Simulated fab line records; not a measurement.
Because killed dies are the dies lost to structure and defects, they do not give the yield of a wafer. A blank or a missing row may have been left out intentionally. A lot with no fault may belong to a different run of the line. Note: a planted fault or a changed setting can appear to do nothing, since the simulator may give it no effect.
fab line records | flow berkeleyCmos170
[record] lots = 14 | wafers = 42 | lastDay = 12
route steps=331 shown SPACER@174 SILICIDE@213 M1@248
lots that met no fault: from a run of the same line without faults
startH: the number of hours between the record's first day and the start of the first shown wafer of the lot | waitH: hours elapsed since this lot's preceding step | " the same as in the row above | L1.1+2: a single row standing in for several wafers | - value missing, or start not given | * or withheld: withheld | < > ~ a bound
route shown NAME@n: NAME is a module with steps in the file, n the number in the route of the first one | usual: the fault-free wafers' mean and standard deviation | same: alike in all rows | chamber/n: place in a boat | sites: per-site readings | _std_site: standard deviation across them | _edge_site: the outer-site mean with the inner-site mean subtracted | radiusMm: for every site, how far away it sits from the centre of the wafer | mask NAME#n: copy n | behind: tool/chamber where the wafer was last shaped | hold: the reason the lot was held/the length of the hold in hours/how it ended | device: names the non-switching transistor (n, p or np) | end of line: at the end of the route, the tests of the same wafers | for a step that has no rows: nothing shown but its recipe | killed: at the first sort, the dies lost to defects and structure; wafer yield is something else | map: a wafer's dies, marking killed ones x, the rest . and places with no die _
set.NAME: setting as actually run; set.NAME@STEP: the setting as run at that earlier step | model.NAME: the simulator's own value behind a step, which no gauge read
the route's steps for a sample of lots (tables are steps, rows are wafers)
services: a tool's chamber out of use, with start hour (startH, from the record's first day; less than 0 if before it), hours out, and reason
[[steps]]
[step UCB170_SPACER_ETCHBACK_03]
[recipe] stopOn = Si | target = SiO2 | chemistry = CHF3/CF4/Ar | CHF3_flow_sccm = 50 | cf4FlowSccm = 10 | Ar_flow_sccm = 120 | pressureMtorr = 200 | rfW = 500 | targetDepthA = 3760 | timeS = 100
[usual] CHF3_flow_sccm = 50.00/0.15 | cf4FlowSccm = 10.00/0.031 | drypumpMotorCurrentA = 6.0/0.48 | oesProductAu = 0.905/0.018 | throttleValvePct = 6.44/0.1
lot.wafer | tool       | chamber | startH | waitH | CHF3_flow_sccm | cf4FlowSccm | drypumpMotorCurrentA | oesProductAu | rfHoursCounterH | throttleValvePct
L293.2    | rieDiel-01 | 3       | 138.28 | 0.0   | 49.95          | 9.97        | 6.3                  | 0.901        | 63              | 6.53
L293.4    | "          | 1       | "      | "     | 50.01          | 10.00       | 5.3                  | 0.899        | 76              | 6.25
L293.5    | "          | 0       | "      | "     | 49.74          | 10.08       | 6.7                  | 0.886        | -               | 6.56
L295.1    | rieDiel-03 | 0       | 151.06 | 0.0   | 50.05          | 10.05       | 5.8                  | 0.902        | 107             | 6.51
L295.2    | "          | 2       | "      | "     | 50.04          | 9.95        | 5.5                  | 0.909        | 47              | 6.43
L295.5    | "          | 3       | "      | "     | 49.94          | 10.04       | 6.0                  | 0.937        | -               | 6.51
L296.1    | rieDiel-02 | 3       | 151.06 | 0.0   | 49.95          | 9.96        | 6.6                  | 0.882        | 97              | 6.50
L296.4    | "          | 1       | "      | "     | 49.89          | 10.01       | 5.7                  | 0.915        | 76              | 6.41
L296.5    | "          | 0       | "      | "     | 49.86          | 9.94        | 5.7                  | 0.904        | -               | 6.33
L297.1    | rieDiel-01 | 3       | 151.06 | 0.0   | 49.98          | 9.99        | 6.3                  | 0.901        | 63              | 6.55
L297.4    | "          | 2       | "      | "     | 50.19          | 9.98        | 6.6                  | 0.912        | 12              | 6.31
L297.6    | "          | 2       | "      | "     | 50.09          | 9.99        | 6.6                  | 0.919        | -               | 6.32
L294.2    | rieDiel-03 | 1       | 151.13 | 0.1   | 49.90          | 10.00       | 5.7                  | 0.889        | 68              | 6.51
L294.4    | "          | 3       | "      | "     | 50.06          | 10.04       | 6.0                  | 0.927        | 4               | 6.48
L294.6    | "          | 1       | "      | "     | 49.91          | 10.00       | 5.7                  | 0.904        | -               | 6.51
L298.2    | rieDiel-01 | 2       | 169.33 | 0.0   | -              | -           | -                    | -            | -               | -
L298.4    | "          | 3       | "      | "     | -              | -           | -                    | -            | -               | -
L298.5    | "          | 2       | "      | "     | -              | -           | -                    | -            | -               | -
L299.2    | rieDiel-03 | 0       | 169.33 | 0.0   | -              | -           | -                    | -            | -               | -
L299.4    | "          | 1       | "      | "     | -              | -           | -                    | -            | -               | -
L299.6    | "          | 2       | "      | "     | -              | -           | -                    | -            | -               | -
L301.2    | rieDiel-03 | 0       | 177.59 | 0.0   | 50.16          | 10.00       | 5.9                  | 0.906        | 108             | 6.51
L301.5    | "          | 2       | "      | "     | 50.22          | 9.99        | 5.6                  | 0.931        | -               | 6.40
L301.6    | "          | 1       | "      | "     | 49.93          | 9.98        | 5.7                  | 0.915        | -               | 6.51
L307.1    | rieDiel-02 | 3       | 201.82 | 0.0   | 50.11          | 9.94        | 6.6                  | 0.880        | 99              | 6.49
L307.3    | "          | 0       | "      | "     | 50.03          | 9.97        | 5.7                  | 0.889        | 85              | 6.33
L307.6    | "          | 1       | "      | "     | 50.07          | 10.05       | 5.7                  | 0.918        | -               | 6.39
L309.2    | rieDiel-01 | 2       | 216.25 | 0.0   | 50.06          | 9.99        | 6.6                  | 0.920        | 15              | 6.33
L309.4    | "          | 3       | "      | "     | 50.09          | 9.95        | 6.3                  | 0.903        | -               | 6.52
L309.5    | "          | 2       | "      | "     | 50.03          | 10.02       | 6.6                  | 0.931        | -               | 6.32
L310.1    | rieDiel-03 | 0       | 216.25 | 0.0   | 49.74          | 10.11       | 5.8                  | 0.904        | 109             | 6.52
L310.2    | "          | 1       | "      | "     | 49.92          | 10.04       | 5.7                  | 0.905        | 70              | 6.50
L310.5    | "          | 0       | "      | "     | 50.08          | 10.04       | 5.9                  | 0.914        | -               | 6.52
L312.4    | rieDiel-03 | 2       | 229.10 | 0.0   | 50.01          | 9.93        | 5.5                  | 0.915        | 50              | 6.42
L312.5    | "          | 3       | "      | "     | 49.87          | 9.98        | 6.0                  | 0.939        | -               | 6.50
L312.6    | "          | 2       | "      | "     | 49.96          | 9.99        | 5.5                  | 0.933        | -               | 6.41
L314.3    | rieDiel-03 | 2       | 242.08 | 0.0   | 50.18          | 10.03       | 5.6                  | 0.915        | 50              | 6.43
L314.4    | "          | 0       | "      | "     | 50.04          | 10.01       | 5.9                  | 0.906        | 110             | 6.51
L314.6    | "          | 1       | "      | "     | 50.33          | 10.01       | 5.8                  | 0.904        | -               | 6.50
L315.1    | rieDiel-02 | 3       | 242.08 | 0.0   | 50.09          | 10.02       | 6.6                  | 0.876        | 102             | 6.47
L315.3    | "          | 1       | "      | "     | 50.01          | 10.04       | 5.7                  | 0.906        | 81              | 6.41
L315.6    | "          | 1       | "      | "     | 49.88          | 10.00       | 5.7                  | 0.913        | -               | 6.40
[step UCB170_SILICIDE_THK_MEAS_03]
[recipe] thkMeasGauge = xrf | reads = Ti_of_SILICIDE_SPUTTER_01
[usual] SILICIDE_TI_THK = 30.0/0.34
lot.wafer | tool         | chamber | startH | waitH | SILICIDE_TI_THK[nm]
L293.2    | filmMetro-03 | -       | 144.36 | 0.1   | 30.2
L293.4    | "            | -       | "      | "     | 30.2
L293.5    | "            | -       | "      | "     | 30.4
L295.1    | filmMetro-03 | -       | 158.53 | 0.1   | 29.8
L295.2    | "            | -       | "      | "     | 29.8
L295.5    | "            | -       | "      | "     | 29.6
L296.1    | filmMetro-02 | -       | 158.57 | 0.1   | 29.8
L296.4    | "            | -       | "      | "     | 29.3
L296.5    | "            | -       | "      | "     | 29.6
L294.2    | filmMetro-03 | -       | 158.89 | 0.1   | 29.9
L294.4    | "            | -       | "      | "     | 29.8
L294.6    | "            | -       | "      | "     | 30.3
L297.1    | filmMetro-02 | -       | 159.05 | 0.1   | 29.6
L297.4    | "            | -       | "      | "     | 29.0
L297.6    | "            | -       | "      | "     | 29.4
L301.2    | filmMetro-04 | -       | 184.95 | 0.1   | 30.1
L301.5    | "            | -       | "      | "     | 30.1
L301.6    | "            | -       | "      | "     | 30.0
L307.1    | filmMetro-03 | -       | 209.17 | 0.1   | 30.0
L307.3    | "            | -       | "      | "     | 30.2
L307.6    | "            | -       | "      | "     | 29.9
L310.1    | filmMetro-02 | -       | 221.51 | 0.1   | 30.1
L310.2    | "            | -       | "      | "     | 30.3
L310.5    | "            | -       | "      | "     | 30.1
L309.2    | filmMetro-04 | -       | 221.70 | 0.1   | 30.0
L309.4    | "            | -       | "      | "     | 30.4
L309.5    | "            | -       | "      | "     | 30.1
L312.4    | filmMetro-03 | -       | 235.30 | 0.1   | 30.1
L312.5    | "            | -       | "      | "     | 30.4
L312.6    | "            | -       | "      | "     | 30.4
L314.3    | filmMetro-03 | -       | 249.46 | 0.1   | 30.1
L314.4    | "            | -       | "      | "     | 30.1
L314.6    | "            | -       | "      | "     | 30.3
L315.1    | filmMetro-04 | -       | 249.75 | 0.1   | 30.4
L315.3    | "            | -       | "      | "     | 30.7
L315.6    | "            | -       | "      | "     | 30.8
[step UCB170_SILICIDE_RTA_04]
[recipe] tempC = 650 | timeS = 15 | ambient = N2
[usual] lampPowerPct = 12.4/0.74 | wafer_temp_C_max = 652.9/0.66
lot.wafer | tool         | chamber | startH | waitH | lampPowerPct | wafer_temp_C_max
L293.2    | rtpAnneal-02 | 0       | 144.42 | 0.1   | 13.0         | 651.8
L293.4    | "            | 0       | "      | "     | 13.0         | 652.2
L293.5    | "            | 0       | "      | "     | 13.0         | 652.6
L295.1    | rtpAnneal-01 | 0       | 158.59 | 0.1   | 11.5         | 652.5
L295.2    | "            | 0       | "      | "     | 11.6         | 654.3
L295.5    | "            | 0       | "      | "     | 11.6         | 652.6
L296.1    | rtpAnneal-02 | 0       | 158.63 | 0.1   | 13.0         | 652.8
L296.4    | "            | 0       | "      | "     | 13.0         | 652.5
L296.5    | "            | 0       | "      | "     | 13.0         | 652.9
L294.2    | rtpAnneal-01 | 0       | 158.95 | 0.1   | 11.5         | 653.7
L294.4    | "            | 0       | "      | "     | 11.5         | 652.6
L294.6    | "            | 0       | "      | "     | 11.5         | 652.9
L297.1    | rtpAnneal-02 | 0       | 159.11 | 0.1   | 13.0         | 652.3
L297.4    | "            | 0       | "      | "     | 13.0         | 652.3
L297.6    | "            | 0       | "      | "     | 13.0         | 652.9
L301.2    | rtpAnneal-02 | 0       | 185.02 | 0.1   | 13.0         | 652.3
L301.5    | "            | 0       | "      | "     | 13.0         | 653.2
L301.6    | "            | 0       | "      | "     | 13.0         | 652.2
L307.1    | rtpAnneal-02 | 0       | 209.23 | 0.1   | 13.0         | 652.1
L307.3    | "            | 0       | "      | "     | 13.0         | 652.1
L307.6    | "            | 0       | "      | "     | 13.0         | 652.7
L310.1    | rtpAnneal-02 | 0       | 221.57 | 0.1   | 13.0         | 653.4
L310.2    | "            | 0       | "      | "     | 13.1         | 653.9
L310.5    | "            | 0       | "      | "     | 13.0         | 652.7
L309.2    | rtpAnneal-01 | 0       | 221.76 | 0.1   | 11.5         | 653.9
L309.4    | "            | 0       | "      | "     | 11.5         | 652.6
L309.5    | "            | 0       | "      | "     | 11.6         | 653.7
L312.4    | rtpAnneal-01 | 0       | 235.37 | 0.1   | 11.6         | 652.8
L312.5    | "            | 0       | "      | "     | 11.6         | 653.8
L312.6    | "            | 0       | "      | "     | 11.6         | 652.8
L314.3    | rtpAnneal-02 | 0       | 249.52 | 0.1   | 13.0         | 652.6
L314.4    | "            | 0       | "      | "     | 13.0         | 653.0
L314.6    | "            | 0       | "      | "     | 13.0         | 653.0
L315.1    | rtpAnneal-01 | 0       | 249.81 | 0.1   | 11.5         | 652.7
L315.3    | "            | 0       | "      | "     | 11.6         | 652.8
L315.6    | "            | 0       | "      | "     | 11.5         | 653.2
[step UCB170_M1_OVL_MEAS_10]
[usual] M1_OVL = -4/5.9
lot.wafer | tool       | chamber | startH | waitH | M1_OVL[nm]
L293.2    | overlay-02 | -       | 150.48 | 0.1   | -3
L293.4    | "          | -       | "      | "     | 9
L293.5    | "          | -       | "      | "     | -8
L295.1    | overlay-01 | -       | 165.97 | 0.1   | -11
L295.2    | "          | -       | "      | "     | -3
L295.5    | "          | -       | "      | "     | -7
L296.1    | overlay-02 | -       | 166.10 | 0.1   | -5
L296.4    | "          | -       | "      | "     | 4
L296.5    | "          | -       | "      | "     | -2
L294.2    | overlay-01 | -       | 167.71 | 0.1   | -16
L294.4    | "          | -       | "      | "     | -16
L294.6    | "          | -       | "      | "     | -14
L297.1    | overlay-02 | -       | 168.30 | 0.1   | -6
L297.4    | "          | -       | "      | "     | -7
L297.6    | "          | -       | "      | "     | -9
L301.2    | overlay-02 | -       | 191.14 | 0.1   | -12
L301.5    | "          | -       | "      | "     | -5
L301.6    | "          | -       | "      | "     | -11
L307.1    | overlay-01 | -       | 215.13 | 0.1   | 9
L307.3    | "          | -       | "      | "     | -2
L307.6    | "          | -       | "      | "     | -10
L310.1    | overlay-01 | -       | 228.45 | 0.1   | -1
L310.2    | "          | -       | "      | "     | 0
L310.5    | "          | -       | "      | "     | -9
L309.2    | overlay-01 | -       | 228.97 | 0.1   | 1
L309.4    | "          | -       | "      | "     | -2
L309.5    | "          | -       | "      | "     | -1
L312.4    | overlay-02 | -       | 241.05 | 0.1   | -5
L312.5    | "          | -       | "      | "     | 2
L312.6    | "          | -       | "      | "     | -2
L314.3    | overlay-02 | -       | 257.95 | 0.1   | -8
L314.4    | "          | -       | "      | "     | -8
L314.6    | "          | -       | "      | "     | -7
L315.1    | overlay-02 | -       | 258.14 | 0.1   | 4
L315.3    | "          | -       | "      | "     | -6
L315.6    | "          | -       | "      | "     | -5
[[services]]
tool         | chamber | startH | hours | kind
rieDiel-03   | 0       | 189.13 | 8.9   | repair
rtpAnneal-02 | -       | 195.20 | 1.5   | pm
rieDiel-01   | 0       | 210.72 | -     | clean
rieDiel-01   | 0       | 210.72 | 19.9  | scheduledDown
rieDiel-01   | 0       | 210.72 | 19.9  | ventCycle
rieDiel-01   | -       | 223.27 | 15.6  | pm
rtpAnneal-01 | -       | 226.92 | 4.4   | pm
rieDiel-02   | 1       | 230.48 | 1.2   | repair
rtpAnneal-02 | -       | 244.65 | 3.7   | pm
rieDiel-02   | -       | 244.80 | 0.1   | repair
[[key]]
[firstSign] step = UCB170_SPACER_ETCHBACK_03 | reading = toolRecord | direction = missing
effect none on later readings
metAt UCB170_SPACER_ETCHBACK_03
struckLots L298,L299
laterRowsLeftOut L298.2,L298.4,L298.5,L299.2,L299.4,L299.6
sortLeftOut L298.2,L298.4,L298.5,L299.2,L299.4,L299.6
testerLeftOut L298,L299
notActingAt UCB170_SILICIDE_THK_MEAS_03,UCB170_SILICIDE_RTA_04,UCB170_M1_OVL_MEAS_10
onsetBetween 151.13 169.33
[fault] kind = skippedStepWhole | tool = rieDiel-01,rieDiel-03 | chamber = - | onsetH = 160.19 | steps = UCB170_SPACER_ETCHBACK_03 | scope = struckLotsOnly
// testerLeftOut: of these lots the tester's yield and bins aren't shown, on N5 and GAA mostly nor the transistor test; their killed dies are dies lost to structure and defects alone, not to doping, threshold or leakage, so they don't give the yield
// sortLeftOut: the simulated sort isn't trusted on such a fault, so these wafers' sort isn't shown, and their yield isn't known
// laterRowsLeftOut: the simulator's readings of these wafers behind a module that went badly wrong aren't trusted and aren't shown, but for the sort
